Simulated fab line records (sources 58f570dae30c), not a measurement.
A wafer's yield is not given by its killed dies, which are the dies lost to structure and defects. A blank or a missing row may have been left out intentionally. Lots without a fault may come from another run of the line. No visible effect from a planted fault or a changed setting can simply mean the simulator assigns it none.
Which tool was responsible? / flow berkeley_cmos170 / 72 wafers from 24 lots sampled at 6 of the route's 331 steps

## WHAT EACH GAUGE READ, for each wafer
UCB170_ACTIVE_CD_MEAS_90: target cd 1200 nm. Usual: cd_nm at 1199.4 nm, with a standard deviation of 1.3.
lot=L075; measured=day 4 08:02; on=cd_sem-02; cd_nm (nm)=1199.7 1200.3 1199.7; flag=
lot=L074; measured=day 4 08:09; on=cd_sem-02; cd_nm (nm)=1200.9 1200.1 1200.2; flag=
lot=L077; measured=day 4 17:14; on=cd_sem-02; cd_nm (nm)=1201.4 1200.3 1200.3; flag=
lot=L076; measured=day 4 17:38; on=cd_sem-01; cd_nm (nm)=1198.7 1199.0 1198.8; flag=
lot=L078; measured=day 5 04:40; on=cd_sem-01; cd_nm (nm)=1198.3 1197.1 1197.3; flag=
lot=L079; measured=day 5 07:12; on=cd_sem-02; cd_nm (nm)=1199.2 1199.6 1198.2; flag=
lot=L080; measured=day 5 07:14; on=cd_sem-01; cd_nm (nm)=1199.1 1198.3 1198.6; flag=
lot=L082; measured=day 5 23:34; on=cd_sem-01; cd_nm (nm)=1199.2 1199.5 1198.3; flag=
lot=L081; measured=day 5 23:58; on=cd_sem-01; cd_nm (nm)=1198.6 1197.9 1199.6; flag=
lot=L083; measured=day 6 06:01; on=cd_sem-02; cd_nm (nm)=1195.7 1197.4 1197.2; flag=
lot=L084; measured=day 6 09:53; on=cd_sem-01; cd_nm (nm)=1198.3 1198.7 1199.8; flag=
lot=L085; measured=day 6 10:04; on=cd_sem-01; cd_nm (nm)=1197.3 1198.4 1199.2; flag=
lot=L086; measured=day 7 02:37; on=cd_sem-01; cd_nm (nm)=1199.8 1198.0 1197.9; flag=
lot=L088; measured=day 7 02:49; on=cd_sem-01; cd_nm (nm)=1199.2 1198.5 1198.6; flag=
lot=L087; measured=day 7 03:10; on=cd_sem-01; cd_nm (nm)=1201.3 1200.9 1200.1; flag=
lot=L090; measured=day 7 13:27; on=cd_sem-02; cd_nm (nm)=1201.0 1200.8 1199.3; flag=
lot=L089; measured=day 7 13:31; on=cd_sem-01; cd_nm (nm)=1198.9 1200.6 1197.8; flag=
lot=L091; measured=day 7 13:40; on=cd_sem-02; cd_nm (nm)=1200.4 1200.4 1198.8; flag=
lot=L092; measured=day 7 19:45; on=cd_sem-01; cd_nm (nm)=1196.8 1198.2 1199.0; flag=
lot=L093; measured=day 8 08:03; on=cd_sem-01; cd_nm (nm)=1200.6 1200.7 1199.7; flag=
lot=L096; measured=day 8 17:07; on=cd_sem-01; cd_nm (nm)=1199.7 1199.4 1199.5; flag=
lot=L095; measured=day 8 17:19; on=cd_sem-01; cd_nm (nm)=1200.7 1200.4 1199.2; flag=
lot=L094; measured=day 8 17:29; on=cd_sem-01; cd_nm (nm)=1201.6 1201.5 1202.0; flag=
lot=L097; measured=day 8 23:49; on=cd_sem-01; cd_nm (nm)=1202.4 1200.4 1202.2; flag=

UCB170_NVT_OVL_MEAS_06. Usual: NVT_OVL typically reads 3 nm, with standard deviation 6.4.
lot=L075; measured=day 5 11:41; on=overlay-02; NVT_OVL (nm)=10 3 7; flag=
lot=L074; measured=day 5 11:25; on=overlay-02; NVT_OVL (nm)=-6 -12 -2; flag=
lot=L077; measured=day 5 16:00; on=overlay-02; NVT_OVL (nm)=6 10 -4; flag=
lot=L076; measured=day 5 16:17; on=overlay-02; NVT_OVL (nm)=-3 5 -2; flag=
lot=L078; measured=day 6 05:04; on=overlay-02; NVT_OVL (nm)=-2 -1 -6; flag=
lot=L079; measured=day 6 11:01; on=overlay-02; NVT_OVL (nm)=-2 1 -1; flag=
lot=L080; measured=day 6 11:17; on=overlay-02; NVT_OVL (nm)=21 21 11; flag=
lot=L082; measured=day 7 01:59; on=overlay-02; NVT_OVL (nm)=1 -4 5; flag=
lot=L081; measured=day 7 02:14; on=overlay-01; NVT_OVL (nm)=5 -1 14; flag=
lot=L083; measured=day 7 12:08; on=overlay-02; NVT_OVL (nm)=5 7 10; flag=
lot=L084; measured=day 7 17:55; on=overlay-01; NVT_OVL (nm)=2 -2 -6; flag=
lot=L085; measured=day 7 18:09; on=overlay-02; NVT_OVL (nm)=14 -3 7; flag=
lot=L086; measured=day 8 11:37; on=overlay-02; NVT_OVL (nm)=5 0 17; flag=
lot=L088; measured=day 8 11:44; on=overlay-01; NVT_OVL (nm)=10 12 1; flag=
lot=L087; measured=day 8 11:51; on=overlay-02; NVT_OVL (nm)=11 16 7; flag=
lot=L090; measured=day 8 23:04; on=overlay-01; NVT_OVL (nm)=-1 7 2; flag=
lot=L089; measured=day 8 23:20; on=overlay-02; NVT_OVL (nm)=4 8 1; flag=
lot=L091; measured=day 8 23:37; on=overlay-02; NVT_OVL (nm)=5 -1 1; flag=
lot=L092; measured=day 9 05:11; on=overlay-02; NVT_OVL (nm)=-5 4 -1; flag=
lot=L093; measured=day 9 17:45; on=overlay-01; NVT_OVL (nm)=3 -3 7; flag=
lot=L096; measured=day 10 00:32; on=overlay-01; NVT_OVL (nm)=0 3 4; flag=
lot=L095; measured=day 10 00:24; on=overlay-02; NVT_OVL (nm)=-5 2 -2; flag=
lot=L094; measured=day 10 00:10; on=overlay-01; NVT_OVL (nm)=11 16 -1; flag=
lot=L097; measured=day 10 13:51; on=overlay-01; NVT_OVL (nm)=6 5 6; flag=

UCB170_GATE_OVL_MEAS_13. Usual: GATE_OVL typically reads 2 nm, with standard deviation 5.9.
lot=L075; measured=day 6 04:28; on=overlay-02; GATE_OVL (nm)=-5 9 0; flag=
lot=L074; measured=day 6 05:11; on=overlay-02; GATE_OVL (nm)=2 -1 5; flag=
lot=L077; measured=day 6 04:53; on=overlay-02; GATE_OVL (nm)=-1 -1 -8; flag=
lot=L076; measured=day 6 05:07; on=overlay-02; GATE_OVL (nm)=4 10 2; flag=
lot=L078; measured=day 6 18:47; on=overlay-02; GATE_OVL (nm)=-9 -13 -5; flag=
lot=L079; measured=day 7 03:44; on=overlay-01; GATE_OVL (nm)=11 14 19; flag=
lot=L080; measured=day 7 04:01; on=overlay-02; GATE_OVL (nm)=-1 4 2; flag=
lot=L082; measured=day 7 17:40; on=overlay-02; GATE_OVL (nm)=-2 5 -3; flag=
lot=L081; measured=day 7 17:24; on=overlay-01; GATE_OVL (nm)=4 5 7; flag=
lot=L083; measured=day 8 06:02; on=overlay-02; GATE_OVL (nm)=9 15 10; flag=
lot=L084; measured=day 8 12:33; on=overlay-02; GATE_OVL (nm)=-2 -4 0; flag=
lot=L085; measured=day 8 12:49; on=overlay-01; GATE_OVL (nm)=2 7 5; flag=
lot=L086; measured=day 9 01:59; on=overlay-02; GATE_OVL (nm)=3 0 -6; flag=
lot=L088; measured=day 9 02:07; on=overlay-01; GATE_OVL (nm)=-2 4 6; flag=
lot=L087; measured=day 9 02:21; on=overlay-02; GATE_OVL (nm)=-3 -5 -4; flag=
lot=L090; measured=day 9 16:04; on=overlay-02; GATE_OVL (nm)=6 6 2; flag=
lot=L089; measured=day 9 16:17; on=overlay-02; GATE_OVL (nm)=2 11 10; flag=
lot=L091; measured=day 9 16:10; on=overlay-01; GATE_OVL (nm)=1 6 -4; flag=
lot=L092; measured=day 9 22:09; on=overlay-02; GATE_OVL (nm)=8 11 7; flag=
lot=L093; measured=day 10 13:42; on=overlay-02; GATE_OVL (nm)=-6 -5 -1; flag=
lot=L096; measured=day 10 18:34; on=overlay-01; GATE_OVL (nm)=2 -1 1; flag=
lot=L095; measured=day 10 18:23; on=overlay-01; GATE_OVL (nm)=-1 -6 1; flag=
lot=L094; measured=day 10 18:23; on=overlay-02; GATE_OVL (nm)=-1 -3 6; flag=
lot=L097; measured=day 11 04:07; on=overlay-02; GATE_OVL (nm)=4 1 7; flag=

UCB170_NLDD_CD_MEAS_06: target cd 1200 nm. Usual: cd_nm at 1199.8 nm, with a standard deviation of 1.4.
lot=L075; measured=day 6 09:55; on=cd_sem-02; cd_nm (nm)=1199.9 1201.3 1199.7; flag=
lot=L074; measured=day 6 10:47; on=cd_sem-01; cd_nm (nm)=1198.8 1201.0 1200.2; flag=
lot=L077; measured=day 6 10:07; on=cd_sem-02; cd_nm (nm)=1199.9 1199.1 1199.4; flag=
lot=L076; measured=day 6 10:40; on=cd_sem-02; cd_nm (nm)=1198.6 1200.0 1199.1; flag=
lot=L078; measured=day 7 00:19; on=cd_sem-01; cd_nm (nm)=1200.5 1200.3 1200.2; flag=
lot=L079; measured=day 7 07:31; on=cd_sem-02; cd_nm (nm)=1200.0 1198.1 1200.5; flag=
lot=L080; measured=day 7 07:50; on=cd_sem-02; cd_nm (nm)=1198.7 1200.5 1199.6; flag=
lot=L082; measured=day 7 22:40; on=cd_sem-01; cd_nm (nm)=1200.2 1201.3 1199.9; flag=
lot=L081; measured=day 7 23:23; on=cd_sem-01; cd_nm (nm)=1201.9 1202.0 1201.2; flag=
lot=L083; measured=day 8 09:19; on=cd_sem-01; cd_nm (nm)=1198.4 1198.9 1197.3; flag=
lot=L084; measured=day 8 17:21; on=cd_sem-02; cd_nm (nm)=1198.8 1199.4 1199.8; flag=
lot=L085; measured=day 8 17:27; on=cd_sem-02; cd_nm (nm)=1201.1 1200.7 1200.9; flag=
lot=L086; measured=day 9 05:50; on=cd_sem-02; cd_nm (nm)=1197.6 1195.5 1197.7; flag=
lot=L088; measured=day 9 06:10; on=cd_sem-01; cd_nm (nm)=1198.4 1198.8 1198.9; flag=
lot=L087; measured=day 9 06:28; on=cd_sem-02; cd_nm (nm)=1201.2 1200.6 1201.3; flag=
lot=L090; measured=day 9 19:25; on=cd_sem-02; cd_nm (nm)=1201.4 1200.0 1200.3; flag=
lot=L089; measured=day 9 19:43; on=cd_sem-02; cd_nm (nm)=1197.8 1196.5 1198.8; flag=
lot=L091; measured=day 9 19:37; on=cd_sem-01; cd_nm (nm)=1200.1 1199.1 1199.5; flag=
lot=L092; measured=day 10 03:03; on=cd_sem-02; cd_nm (nm)=1199.5 1200.5 1200.4; flag=
lot=L093; measured=day 10 17:40; on=cd_sem-02; cd_nm (nm)=1199.8 1201.2 1199.8; flag=
lot=L096; measured=day 10 22:20; on=cd_sem-02; cd_nm (nm)=1199.2 1198.2 1198.8; flag=
lot=L095; measured=day 10 22:07; on=cd_sem-01; cd_nm (nm)=1201.5 1202.2 1203.2; flag=
lot=L094; measured=day 10 22:04; on=cd_sem-02; cd_nm (nm)=1202.5 1202.2 1201.5; flag=
lot=L097; measured=day 11 08:45; on=cd_sem-01; cd_nm (nm)=1198.3 1198.1 1198.3; flag=

UCB170_CONTACT_CD_MEAS_90: target cd 700 nm. Usual: cd_nm at 699.9 nm, with a standard deviation of 1.7.
lot=L075; measured=day 7 05:34; on=cd_sem-02; cd_nm (nm)=700.9 700.5 700.6; flag=
lot=L074; measured=day 7 07:16; on=cd_sem-02; cd_nm (nm)=701.0 700.2 698.9; flag=
lot=L077; measured=day 7 06:58; on=cd_sem-01; cd_nm (nm)=700.5 700.6 702.4; flag=
lot=L076; measured=day 7 07:08; on=cd_sem-02; cd_nm (nm)=698.8 698.8 698.8; flag=
lot=L078; measured=day 7 16:22; on=cd_sem-01; cd_nm (nm)=701.6 701.1 702.8; flag=
lot=L079; measured=day 8 02:40; on=cd_sem-01; cd_nm (nm)=702.4 703.5 703.1; flag=
lot=L080; measured=day 8 03:18; on=cd_sem-02; cd_nm (nm)=697.2 698.2 700.6; flag=
lot=L082; measured=day 8 19:46; on=cd_sem-02; cd_nm (nm)=697.7 696.6 698.3; flag=
lot=L081; measured=day 8 20:02; on=cd_sem-01; cd_nm (nm)=700.8 697.6 698.1; flag=
lot=L083; measured=day 8 22:49; on=cd_sem-01; cd_nm (nm)=700.9 699.8 697.4; flag=
lot=L084; measured=day 9 11:20; on=cd_sem-01; cd_nm (nm)=701.8 700.5 702.4; flag=
lot=L085; measured=day 9 13:02; on=cd_sem-01; cd_nm (nm)=700.3 701.8 700.6; flag=
lot=L086; measured=day 9 20:55; on=cd_sem-02; cd_nm (nm)=700.9 700.2 699.7; flag=
lot=L088; measured=day 9 22:03; on=cd_sem-02; cd_nm (nm)=698.6 698.0 699.2; flag=
lot=L087; measured=day 9 22:17; on=cd_sem-01; cd_nm (nm)=700.7 701.1 700.0; flag=
lot=L090; measured=day 10 16:06; on=cd_sem-01; cd_nm (nm)=702.0 699.3 698.9; flag=
lot=L089; measured=day 10 16:18; on=cd_sem-02; cd_nm (nm)=696.6 697.4 699.0; flag=
lot=L091; measured=day 10 16:26; on=cd_sem-01; cd_nm (nm)=699.4 700.4 697.3; flag=
lot=L092; measured=day 10 22:49; on=cd_sem-01; cd_nm (nm)=701.2 701.4 699.4; flag=
lot=L093; measured=day 11 11:35; on=cd_sem-02; cd_nm (nm)=698.1 700.7 699.8; flag=
lot=L096; measured=day 11 17:25; on=cd_sem-01; cd_nm (nm)=700.9 700.8 702.1; flag=
lot=L095; measured=day 11 17:20; on=cd_sem-02; cd_nm (nm)=696.7 698.5 698.2; flag=
lot=L094; measured=day 11 17:07; on=cd_sem-01; cd_nm (nm)=700.3 701.1 699.1; flag=
lot=L097; measured=day 12 00:39; on=cd_sem-01; cd_nm (nm)=702.5 701.3 702.2; flag=

UCB170_M3_CD_MEAS_15: target cd 700 nm. Usual: cd_nm at 699.6 nm, with a standard deviation of 1.2.
lot=L075; measured=day 8 01:59; on=cd_sem-01; cd_nm (nm)=701.3 699.8 701.2; flag=
lot=L074; measured=day 8 02:23; on=cd_sem-02; cd_nm (nm)=700.1 700.0 700.2; flag=
lot=L077; measured=day 8 01:17; on=cd_sem-01; cd_nm (nm)=700.1 699.5 699.9; flag=
lot=L076; measured=day 8 02:10; on=cd_sem-02; cd_nm (nm)=700.0 699.3 699.6; flag=
lot=L078; measured=day 8 12:52; on=cd_sem-01; cd_nm (nm)=699.5 699.7 697.8; flag=
lot=L079; measured=day 8 20:03; on=cd_sem-02; cd_nm (nm)=702.2 699.7 698.7; flag=
lot=L080; measured=day 8 20:31; on=cd_sem-01; cd_nm (nm)=697.9 698.0 700.0; flag=
lot=L082; measured=day 9 13:48; on=cd_sem-01; cd_nm (nm)=699.8 699.0 699.7; flag=
lot=L081; measured=day 9 13:16; on=cd_sem-01; cd_nm (nm)=700.8 699.8 698.7; flag=
lot=L083; measured=day 9 16:59; on=cd_sem-01; cd_nm (nm)=702.0 700.7 701.8; flag=
lot=L084; measured=day 10 05:12; on=cd_sem-02; cd_nm (nm)=701.9 700.9 699.5; flag=
lot=L085; measured=day 10 05:27; on=cd_sem-01; cd_nm (nm)=698.7 701.6 701.2; flag=
lot=L086; measured=day 10 13:34; on=cd_sem-01; cd_nm (nm)=699.6 699.8 700.1; flag=
lot=L088; measured=day 10 14:24; on=cd_sem-01; cd_nm (nm)=699.5 700.5 700.3; flag=
lot=L087; measured=day 10 14:39; on=cd_sem-02; cd_nm (nm)=700.8 700.5 699.7; flag=
lot=L090; measured=day 11 11:53; on=cd_sem-01; cd_nm (nm)=696.9 697.8 698.3; flag=
lot=L089; measured=day 11 12:05; on=cd_sem-02; cd_nm (nm)=700.8 699.3 700.2; flag=
lot=L091; measured=day 11 12:32; on=cd_sem-02; cd_nm (nm)=698.7 698.6 698.4; flag=
lot=L092; measured=day 11 17:02; on=cd_sem-02; cd_nm (nm)=700.0 699.5 699.5; flag=
lot=L093; measured=day 12 03:49; on=cd_sem-01; cd_nm (nm)=698.6 697.4 698.7; flag=
lot=L096; measured=day 12 10:32; on=cd_sem-02; cd_nm (nm)=698.5 697.4 698.4; flag=
lot=L095; measured=day 12 10:10; on=cd_sem-01; cd_nm (nm)=698.4 698.0 697.6; flag=
lot=L094; measured=day 12 09:55; on=cd_sem-02; cd_nm (nm)=698.4 698.6 698.3; flag=
lot=L097; measured=day 12 20:10; on=cd_sem-02; cd_nm (nm)=700.3 699.3 700.5; flag=

## TOOL THAT RAN EACH LOT (tool first, then ch and the chambers of the sampled wafers, then the start)
The record shows no process step preceding these readings.

## WHAT THE TOOLS THEMSELVES READ (means of the sampled wafers that have a number; where no wafer has one, the mark that the record gives instead)
The record holds no such reading with a usual standard deviation.

## THE ANSWER, worked out from the rows above alone
Rule: a lot counts as off when the mean over its wafers that have a number is more than 3 standard deviations away from the usual mean. A lot without any number at a reading at which 4 lots or more have one is off too. Any other lot the step has rows for is counted as sound. After the gauges, taken in route order, come the tools' own readings; for these a lot's mean is taken, as printed above. The first step at which some lot is off is used, and at that step the reading that is off furthest; a lot without a number counts as furthest.
None of the lots is off at any reading shown; this tells nothing.

## WHAT HAD BEEN PUT IN BY THE SIMULATOR
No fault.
